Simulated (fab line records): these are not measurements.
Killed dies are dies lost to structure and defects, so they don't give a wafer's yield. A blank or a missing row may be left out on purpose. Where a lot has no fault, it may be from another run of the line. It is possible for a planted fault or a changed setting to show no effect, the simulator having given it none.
Comparing a struck lot with a sound one ; flow rit_cmos ; 44 steps out of a route of 202
Sound: wafers L911.2, L911.3, L911.5. Wafers L927.1, L927.5, L927.6 were the ones struck. The cause is given at the end.
At each step with rows: each side's tool, then ch and its chambers, then its first start. Under that, the readings that differ: sound wafers ; struck wafers ; difference of the means ; sigmas: that difference in standard deviations of wafers without a fault.
alike: a reading whose means differ by less than 2 such deviations, as well as words and numbers matching on both sides. not compared: withheld readings; readings where some wafer has no value; bounds like >300 that might hide an equal value; numbers whose values overlap and for which the record gives no deviation.
Wherever a step has rows on one side only, a row that says differs or no value, or a row with sigmas, the two part there. Numbers that don't overlap but have no deviation are shown without sigmas and don't part them. A reading that every wafer of one side lacks parts them only if that side has two wafers or more.

first, 1 step without rows for these wafers: RIT_PRETRO_IMPLANT_08.
RIT_PRETRO_STRIP_09: strips in O2, time 180 s.
  sound on plasma_asher-02 ch 0,1, day 3 09:35; struck on plasma_asher-04 ch 0,1, day 6 16:19
  alike: drypump_motor_current_A
  not compared: rf_hours_counter_h
RIT_PRETRO_TW_MEAS_10:
  struck on film_metro-02, day 6 16:29; sound on film_metro-02, day 3 09:46
  alike: PRETRO_TW
then, 5 steps without rows for these wafers: RIT_GATE_WET_ETCH_00 (etches SiO2 in BOE, target depth 56 nm, time 60 s); RIT_GATE_CLEAN_01 (cleans in SC1, time 600 s); RIT_GATE_CLEAN_02 (cleans in dHF, time 30 s); RIT_GATE_CLEAN_03 (cleans in SC2, time 600 s); RIT_GATE_CLEAN_04 (cleans in dHF, time 60 s).
RIT_FOX2_THK_MEAS_91:
  struck on film_metro-03, day 6 16:58; sound on film_metro-02, day 3 10:17
  alike: FIELD_OXIDE_LEFT_2_THK
then, 2 steps without rows for these wafers: RIT_GATE_OXIDATION_05 (target thk 3 nm, ox time 270 s); RIT_GATE_ANNEAL_06 (time 600 s).
RIT_GATE_THK_MEAS_07:
  struck on film_metro-01, day 6 18:22; sound on film_metro-01, day 3 11:40
  alike: GATE_OXIDE_THK
RIT_GATE_CVD_08: deposits poly-Si from SiH4, target thk 250 nm, time 2220 s.
  sound on lpcvd-02 ch 1, day 3 11:43; struck on lpcvd-02 ch 0, day 6 18:25
reading;sound;struck;difference;sigmas
sih4_flow_sccm (sccm);100.3 100.1 100.1;80.0 79.6 79.8;-20.4;-68
model.poly-Si_of_GATE_CVD_08.thk_nm (nm);252.1 251.4 251.5;198 199.2 198.2;-53;
  alike: zone_power_source_pct
RIT_GATE_THK_MEAS_09:
  struck on film_metro-02, day 6 20:02; sound on film_metro-02, day 3 13:20
reading;sound;struck;difference;sigmas
GATE_POLY_THK (nm);252.2 251.4 251.7;198.0 199.2 198.2;-53.3;-25
then, 6 steps without rows for these wafers: RIT_GATE_HMDS_10 (prime time 60 s); RIT_GATE_COAT_11 (resist thk 850 nm); RIT_GATE_SOFTBAKE_12 (time 60 s); RIT_GATE_EXPOSE_13 (exposes mask M6, target cd 150 nm); RIT_GATE_PEB_14; RIT_GATE_DEVELOP_15 (develop time 50 s).
RIT_GATE_CD_MEAS_16 targets a cd of 150 nm.
  struck on cd_sem-02, day 6 20:56; sound on cd_sem-01, day 3 14:16
  alike: cd_nm
RIT_GATE_OVL_MEAS_17:
  struck on overlay-01, day 6 21:04; sound on overlay-01, day 3 14:22
  alike: GATE_OVL
then, 1 step without rows for these wafers: RIT_GATE_HARDBAKE_18 (time 60 s).
RIT_GATE_ETCH_19: etches poly-Si in SF6/CHF3/O2, stops on SiO2, time 165 s, target depth 312.5 nm.
  sound on rie_si-02 ch 1,2,3, day 3 14:33; struck on rie_si-02 ch 0,1,3, day 6 21:22
reading;sound;struck;difference;sigmas
oes_product_au (a.u.);0.861 0.860 0.856;0.717 0.729 0.721;-0.137;-14
model.GATE.feature_depth_nm (nm);252.1 251.4 251.5;198 199.2 198.2;-53;
model.etch.depth_nm (nm);252.1 251.4 251.5;198 199.2 198.2;-53;
  alike: drypump_motor_current_A, throttle_valve_pct
  not compared: rf_hours_counter_h
RIT_GATE_STRIP_20: strips in O2, time 180 s.
  sound on plasma_asher-02 ch 0,1, day 3 14:40; struck on plasma_asher-02 ch 0,1, day 6 21:28
  alike: drypump_motor_current_A
  not compared: rf_hours_counter_h
RIT_GATE_CD_MEAS_90 targets a cd of 150 nm.
  struck on cd_sem-02, day 6 21:39; sound on cd_sem-01, day 3 14:51
  alike: cd_nm
then, 4 steps without rows for these wafers: RIT_REOX_CLEAN_00 (cleans in SC1, time 600 s); RIT_REOX_CLEAN_01 (cleans in dHF, time 30 s); RIT_REOX_CLEAN_02 (cleans in SC2, time 600 s); RIT_REOX_OXIDATION_03 (target thk 25.2 nm, ox time 5580 s).
RIT_REOX_THK_MEAS_04:
  struck on film_metro-04, day 7 00:43; sound on film_metro-02, day 3 17:56
  alike: REOX_OXIDE_THK
then, 6 steps without rows for these wafers: RIT_NLDD_HMDS_00 (prime time 60 s); RIT_NLDD_COAT_01 (resist thk 1000 nm); RIT_NLDD_SOFTBAKE_02 (time 60 s); RIT_NLDD_EXPOSE_03 (exposes mask M7, target cd 40700 nm); RIT_NLDD_PEB_04; RIT_NLDD_DEVELOP_05 (develop time 50 s).
RIT_NLDD_OVL_MEAS_06:
  struck on overlay-02, day 7 01:45; sound on overlay-02, day 3 19:01
  alike: NLDD_OVL
then, 2 steps without rows for these wafers: RIT_NLDD_HARDBAKE_07 (time 60 s); RIT_NLDD_IMPLANT_08.
RIT_NLDD_STRIP_09: strips in O2, time 180 s.
  sound on plasma_asher-04 ch 0,1, day 3 19:21; struck on plasma_asher-03 ch 0,1, day 7 02:05
  alike: drypump_motor_current_A
  not compared: rf_hours_counter_h
RIT_NLDD_TW_MEAS_10:
  struck on film_metro-01, day 7 02:16; sound on film_metro-03, day 3 19:32
  alike: NLDD_TW
RIT_SDANNEAL_CLEAN_02: cleans in SC2, time 600 s.
  sound on wet_bench-03 ch 1, day 4 02:44; struck on wet_bench-01 ch 1, day 7 09:31
reading;sound;struck;difference;sigmas
model.poly-Si_of_GATE_CVD_08.thk_nm (nm);165.6 164.5 167.2;110.3 114 110.7;-54.1;
RIT_M1_PROBE_99:
  struck on prober-01, day 7 17:27; sound on prober-01, day 4 10:49
reading;sound;struck;difference;sigmas
model.etest.pmos_turned.r_on_ohm_um;3450 3586 3663;3074 3045 3048;-511;
model.etest.nmos_turned.drive_ua_um;323.1 314 298.8;396.2 393.9 392.9;+82.4;
model.etest.pmos_turned.drive_ua_um;185.9 182.7 173.3;224.9 223.9 228.4;+45.1;
model.etest.nmos_0p15.drive_ua_um;467.9 460.1 458.9;484.7 481.4 474.9;+18.0;
model.etest.ppoly_line.rs_ohm_sq;16.52 16.57 16.39;16.98 16.96 17.01;+0.49;
  alike: killed_at_contacts, killed_at_front_end, killed_dies, killed_open, killed_short
  not compared: model.etest.nmos_0p3.r_on_ohm_um, model.etest.nmos_narrow.drive_ua_um, model.etest.nmos_0p3.drive_ua_um

WHERE THEY PART
First at RIT_GATE_CVD_08; last, within this record, at RIT_GATE_ETCH_19. Later steps at which nothing parts them and some readings are alike: RIT_GATE_STRIP_20, RIT_GATE_CD_MEAS_90, RIT_REOX_THK_MEAS_04, RIT_NLDD_OVL_MEAS_06, RIT_NLDD_STRIP_09, RIT_NLDD_TW_MEAS_10, RIT_M1_PROBE_99.

WHY: whatever the simulator had introduced
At RIT_GATE_CVD_08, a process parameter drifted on lpcvd-02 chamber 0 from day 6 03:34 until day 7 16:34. From 100, the setting sih4_flow_sccm moved by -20.
